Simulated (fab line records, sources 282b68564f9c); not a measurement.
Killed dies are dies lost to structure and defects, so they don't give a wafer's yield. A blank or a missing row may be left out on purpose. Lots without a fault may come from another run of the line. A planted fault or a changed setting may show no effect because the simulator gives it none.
A struck lot beside a sound one | flow rit_cmos | 14 steps out of a route of 202
Sound: wafers L653.3, L653.4, L653.5. Struck: wafers L643.1, L643.4, L643.6. The cause comes at the end.
At each step with rows: each side's tool, then ch and its chambers, then its first start. Under that, the readings that differ: sound wafers | struck wafers | difference of the means | sigmas: that difference in standard deviations of wafers without a fault.
alike: readings whose means differ by less than 2 such deviations, and words and numbers that are the same on both sides. not compared: withheld readings, readings that some wafer has no value for, bounds like >300 that may hide the same value, and numbers for which the record gives no deviation and whose values overlap.
The two part at a step that has a row with sigmas, a row that says differs or no value, or rows on one side only. Numbers that don't overlap but have no deviation are shown without sigmas and don't part them. A reading that every wafer of one side lacks parts them only if that side has two wafers or more.

RIT_SDANNEAL_RTA_03: time 5 s.
  sound on rtp_anneal-01 ch 0, day 6 15:49; struck on rtp_anneal-01 ch 0, day 4 12:59
  alike: ramp_up_c_per_s, wafer_temp_C_max
RIT_SDANNEAL_RS_MEAS_04: measures by four-point-probe.
  sound on film_metro-03, day 6 15:54; struck on film_metro-03, day 4 13:03
  alike: PSD_RS
RIT_SDANNEAL_RS_MEAS_05: measures by four-point-probe.
  sound on film_metro-03, day 6 16:01; struck on film_metro-03, day 4 13:10
  alike: NSD_RS
RIT_SDANNEAL_RS_MEAS_06: measures by four-point-probe.
  sound on film_metro-03, day 6 16:08; struck on film_metro-03, day 4 13:17
  alike: PLDD_RS
RIT_SDANNEAL_RS_MEAS_07: measures by four-point-probe.
  sound on film_metro-03, day 6 16:16; struck on film_metro-03, day 4 13:25
  reading          | sound             | struck            | difference | sigmas
  NLDD_RS (ohm/sq) | 151.4 151.0 151.0 | 152.3 152.3 152.0 | +1.1       | +2
then, 1 step without rows for these wafers: RIT_SILICIDE_WET_ETCH_00 (etches SiO2 in BOE, target depth 14 nm, time 15 s).
RIT_SILICIDE_SPUTTER_01: material Ti, target thk 30 nm, time 240 s.
  sound on pvd_sputter-01, day 6 16:21; struck on pvd_sputter-04, day 4 13:32
  alike: throttle_valve_pct
RIT_SILICIDE_RS_MEAS_02: measures by four-point-probe.
  sound on film_metro-01, day 6 16:32; struck on film_metro-04, day 4 13:41
  alike: SILICIDE_TI_RS
RIT_SILICIDE_THK_MEAS_03: measures by xrf.
  sound on film_metro-01, day 6 16:38; struck on film_metro-04, day 4 13:49
  alike: SILICIDE_TI_THK
RIT_SILICIDE_RTA_04: time 10 s, ramp up 5 s, ramp down 5 s.
  sound on rtp_anneal-02 ch 0, day 6 16:42; struck on rtp_anneal-02 ch 0, day 4 13:52
  alike: wafer_temp_C_max
then, 1 step without rows for these wafers: RIT_SILICIDE_WET_ETCH_05 (etches Ti in SPM, time 120 s).
RIT_SILICIDE_RTA_06: time 10 s, ramp up 5 s, ramp down 10 s.
  sound on rtp_anneal-01 ch 0, day 6 16:49; struck on rtp_anneal-01 ch 0, day 4 13:59
  alike: wafer_temp_C_max
RIT_CONTACT_CVD_00: deposits SiO2 from TEOS, target thk 400 nm, time 61 s.
  sound on pecvd-02 ch 1,2, day 6 16:52; struck on pecvd-01 ch 0,2, day 4 14:03
  no value came back on the struck wafers for heater_power_w (W), rf_fwd_power_W (W); on the sound wafers heater_power_w (W) reads 279 312 272
RIT_M1_PROBE_99:
  the record has rows for the sound wafers here (prober-02, day 6 23:20) and none for the struck ones

WHERE THEY PART
First at RIT_SDANNEAL_RS_MEAS_07; last, within this record, at RIT_M1_PROBE_99.

WHY: what the simulator had put in
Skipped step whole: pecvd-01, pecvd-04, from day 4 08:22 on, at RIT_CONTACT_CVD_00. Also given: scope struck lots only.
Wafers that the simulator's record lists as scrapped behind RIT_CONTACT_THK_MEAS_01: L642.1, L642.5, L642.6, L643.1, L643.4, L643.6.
